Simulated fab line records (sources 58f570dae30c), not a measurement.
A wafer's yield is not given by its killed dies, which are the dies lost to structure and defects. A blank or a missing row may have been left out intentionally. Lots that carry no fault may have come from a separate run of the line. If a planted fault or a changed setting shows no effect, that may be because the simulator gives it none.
Which tool was responsible? -- flow berkeley-cmos170 -- Sampling: 13 lots, 39 wafers, 6 of 331 route steps

## WHAT EACH GAUGE READ, for each wafer
UCB170_GATE_THK_MEAS_05. Usual: GATE_POLY_THK 214.4 nm, standard deviation 1.9.
lot,measured,on,GATE_POLY_THK (nm),flag
L110,day 6 15:09,film-metro-03,217.7 216.3 217.8,
L111,day 6 15:13,film-metro-04,217.2 217.0 219.1,
L112,day 7 09:50,film-metro-03,214.0 213.9 213.1,
L114,day 7 20:21,film-metro-03,213.9 213.8 215.7,
L113,day 7 20:22,film-metro-02,214.7 214.6 217.2,
L115,day 8 02:59,film-metro-03,213.9 213.3 212.9,
L119,day 8 11:08,film-metro-03,215.9 213.9 215.0,
L120,day 8 11:09,film-metro-04,216.9 218.0 218.5,
L118,day 8 11:11,film-metro-04,211.1 209.1 211.5,
L124,day 10 02:51,film-metro-02,215.6 214.7 214.0,
L128,day 10 16:32,film-metro-02,217.4 215.6 217.3,
L130,day 11 18:20,film-metro-02,215.5 216.2 215.6,
L132,day 12 03:49,film-metro-04,214.0 215.0 212.1,

UCB170_SPACER_THK_MEAS_01. Usual: SPACER_TEOS_THK 375 nm, standard deviation 4.4.
lot,measured,on,SPACER_TEOS_THK (nm),flag
L110,day 7 00:20,film-metro-01,371 372 374,
L111,day 7 00:59,film-metro-03,372 369 377,
L112,day 7 19:14,film-metro-03,376 371 378,
L114,day 8 03:40,film-metro-02,376 382 376,
L113,day 8 03:29,film-metro-03,375 384 379,
L115,day 8 08:59,film-metro-01,369 372 371,
L119,day 8 20:52,film-metro-03,373 371 379,
L120,day 8 19:23,film-metro-02,374 383 378,
L118,day 8 20:58,film-metro-01,370 374 374,
L124,day 10 10:09,film-metro-02,367 374 324,OFF
L128,day 11 02:48,film-metro-02,368 375 373,
L130,day 11 23:50,film-metro-03,379 368 385,
L132,day 12 14:02,film-metro-02,366 375 379,

UCB170_SDANNEAL_RS_MEAS_05: uses a four-point probe to measure. Usual: NLDD_RS 616.3 ohm/sq, standard deviation 1.5.
lot,measured,on,NLDD_RS (ohm/sq),flag
L110,day 7 12:38,film-metro-04,615.3 615.4 614.1,
L111,day 7 15:58,film-metro-04,616.6 617.0 618.3,
L112,day 8 05:56,film-metro-01,615.0 615.9 616.9,
L114,day 8 15:55,film-metro-01,615.9 615.4 616.2,
L113,day 8 15:34,film-metro-02,616.8 616.7 617.7,
L115,day 8 22:35,film-metro-01,616.3 616.1 615.3,
L119,day 9 12:05,film-metro-04,619.7 617.5 619.3,
L120,day 9 11:47,film-metro-02,615.0 616.1 615.7,
L118,day 9 12:41,film-metro-02,613.6 614.4 615.1,
L124,day 11 01:37,film-metro-02,616.1 614.9 615.3,
L128,day 11 12:49,film-metro-01,615.5 614.9 615.3,
L130,day 12 13:03,film-metro-04,617.3 618.5 618.5,
L132,day 13 01:41,film-metro-01,615.3 616.3 615.9,

## TOOL THAT RAN EACH LOT (tool first, then ch and the chambers of the sampled wafers, then the start)
lot,UCB170_PLDD_STRIP_10,UCB170_SPACER_CVD_00,UCB170_SPACER_ETCHBACK_03
L110,"plasma-asher-02 ch 0,1, day 6 21:04","pecvd-01 ch 0,1, day 7 00:18","rie-diel-03 ch 0,1,3, day 7 07:11"
L111,"plasma-asher-04 ch 0,1, day 6 21:25","pecvd-01 ch 0,2, day 7 00:56","rie-diel-02 ch 0,1,3, day 7 07:16"
L112,"plasma-asher-01 ch 0,1, day 7 16:36","pecvd-03 ch 0,1,2, day 7 19:11","rie-diel-02 ch 0,2,3, day 8 00:13"
L114,"plasma-asher-01 ch 0,1, day 8 01:37","pecvd-03 ch 0,2, day 8 03:37","rie-diel-04 ch 1,2,3, day 8 10:10"
L113,"plasma-asher-02 ch 0,1, day 8 01:04","pecvd-04 ch 0,1,2, day 8 03:25","rie-diel-03 ch 0,2,3, day 8 10:10"
L115,"plasma-asher-01 ch 0,1, day 8 06:28","pecvd-03 ch 0,1,2, day 8 08:56","rie-diel-03 ch 0,1,3, day 8 15:43"
L119,"plasma-asher-02 ch 0,1, day 8 15:28","pecvd-04 ch 1,2, day 8 20:49","rie-diel-04 ch 0,2,3, day 9 06:14"
L120,"plasma-asher-01 ch 0,1, day 8 14:38","pecvd-01 ch 0,1,2, day 8 19:20","rie-diel-03 ch 0,1,2, day 9 06:14"
L118,"plasma-asher-01 ch 0,1, day 8 15:57","pecvd-03 ch 0,1, day 8 20:56","rie-diel-03 ch 2,3, day 9 06:19"
L124,"plasma-asher-01 ch 0,1, day 10 06:33","pecvd-03 ch 0,1,2, day 10 10:07","rie-diel-03 ch 0,2,3, day 10 16:47"
L128,"plasma-asher-02 ch 0,1, day 10 23:29","pecvd-01 ch 0,2, day 11 02:46","rie-diel-04 ch 0,2, day 11 06:30"
L130,"plasma-asher-02 ch 0,1, day 11 21:37","pecvd-04 ch 0,1,2, day 11 23:47","rie-diel-02 ch 0,2,3, day 12 05:48"
L132,"plasma-asher-04 ch 0,1, day 12 10:11","pecvd-01 ch 0,2, day 12 13:59","rie-diel-03 ch 0,1,3, day 12 19:59"
- UCB170_PLDD_STRIP_10: strips in O2.
- UCB170_SPACER_CVD_00: deposits SiO2 from TEOS/O2, target thk 376 nm, time 47 s.
- UCB170_SPACER_ETCHBACK_03: etches SiO2 in CHF3/CF4/Ar, stops on Si, target depth 376 nm, time 100 s.

## WHAT THE TOOLS THEMSELVES READ (means of the sampled wafers that have a number; where no wafer has one, the mark that the record gives instead)
UCB170_PLDD_STRIP_10. Usual: drypump-motor-current-A 5.9 A, standard deviation 0.54; oes-product-au 0.735 a.u., standard deviation 0.0044; strip-time-to-endpoint-s 21.66 s, standard deviation 0.068.
lot,tool,drypump-motor-current-A (A),oes-product-au (a.u.),strip-time-to-endpoint-s (s),flag
L110,plasma-asher-02,5.9,0.733,21.62,
L111,plasma-asher-04,5.5,0.736,21.67,
L112,plasma-asher-01,5.9,0.728,21.66,
L114,plasma-asher-01,6.0,0.739,21.70,
L113,plasma-asher-02,5.9,0.740,21.63,
L115,plasma-asher-01,6.0,0.736,21.69,
L119,plasma-asher-02,6.2,0.731,21.75,
L120,plasma-asher-01,6.0,0.733,21.81,
L118,plasma-asher-01,5.9,0.733,21.70,
L124,plasma-asher-01,5.8,0.735,21.68,
L128,plasma-asher-02,6.2,0.731,21.68,
L130,plasma-asher-02,6.2,0.734,21.77,
L132,plasma-asher-04,6.0,0.734,21.63,

UCB170_SPACER_CVD_00. Usual: heater-power-w 279 W, standard deviation 59; rf-fwd-power-W 544.3 W, standard deviation 2.4.
lot,tool,heater-power-w (W),rf-fwd-power-W (W),flag
L110,pecvd-01,241,547.3,
L111,pecvd-01,238,544.0,
L112,pecvd-03,295,543.3,
L114,pecvd-03,303,543.3,
L113,pecvd-04,339,545.8,
L115,pecvd-03,270,543.3,
L119,pecvd-04,291,546.9,
L120,pecvd-01,247,542.8,
L118,pecvd-03,262,542.2,
L124,pecvd-03,287,469.9,OFF
L128,pecvd-01,269,544.5,
L130,pecvd-04,315,546.4,
L132,pecvd-01,257,543.5,

UCB170_SPACER_ETCHBACK_03. Usual: drypump-motor-current-A 5.7 A, standard deviation 0.59; oes-product-au 0.904 a.u., standard deviation 0.017; throttle-valve-pct 6.41 %, standard deviation 0.11.
lot,tool,drypump-motor-current-A (A),oes-product-au (a.u.),throttle-valve-pct (%),flag
L110,rie-diel-03,5.3,0.902,6.37,
L111,rie-diel-02,5.5,0.879,6.48,
L112,rie-diel-02,6.1,0.879,6.48,
L114,rie-diel-04,5.9,0.912,6.44,
L113,rie-diel-03,5.7,0.919,6.38,
L115,rie-diel-03,5.3,0.894,6.36,
L119,rie-diel-04,5.8,0.913,6.42,
L120,rie-diel-03,5.3,0.924,6.37,
L118,rie-diel-03,6.0,0.904,6.29,
L124,rie-diel-03,5.7,0.878,6.37,
L128,rie-diel-04,5.5,0.924,6.40,
L130,rie-diel-02,6.1,0.889,6.49,
L132,rie-diel-03,5.2,0.906,6.36,

## THE ANSWER, worked out from the rows above alone
Rule: a lot is off if the mean of its wafers that have a number lies more than 3 standard deviations from the usual mean. A lot without any number at a reading at which 4 lots or more have one is off too. Where the step has rows for the other lots, those lots are counted as sound. Order of review: gauges by route order, followed by the tools' own readings, for which a lot's mean as printed above is used. The first step at which some lot is off is used, and at that step the reading that is off furthest; a lot without a number counts as furthest.
Off: L124, at UCB170_SPACER_THK_MEAS_01 (SPACER_TEOS_THK).
If a tool, at a process step before that reading, ran all the lots that are off and no sound lot after the first of them, it fits. The gauges at UCB170_SPACER_THK_MEAS_01 aren't tried: what is off there is off at UCB170_SPACER_CVD_00 too, on other tools, and a gauge's error can't cause that. Undecided on this evidence; 2 tools fit (plasma-asher-01 at UCB170_PLDD_STRIP_10, pecvd-03 at UCB170_SPACER_CVD_00).

## WHAT THE SIMULATOR HAD INSERTED
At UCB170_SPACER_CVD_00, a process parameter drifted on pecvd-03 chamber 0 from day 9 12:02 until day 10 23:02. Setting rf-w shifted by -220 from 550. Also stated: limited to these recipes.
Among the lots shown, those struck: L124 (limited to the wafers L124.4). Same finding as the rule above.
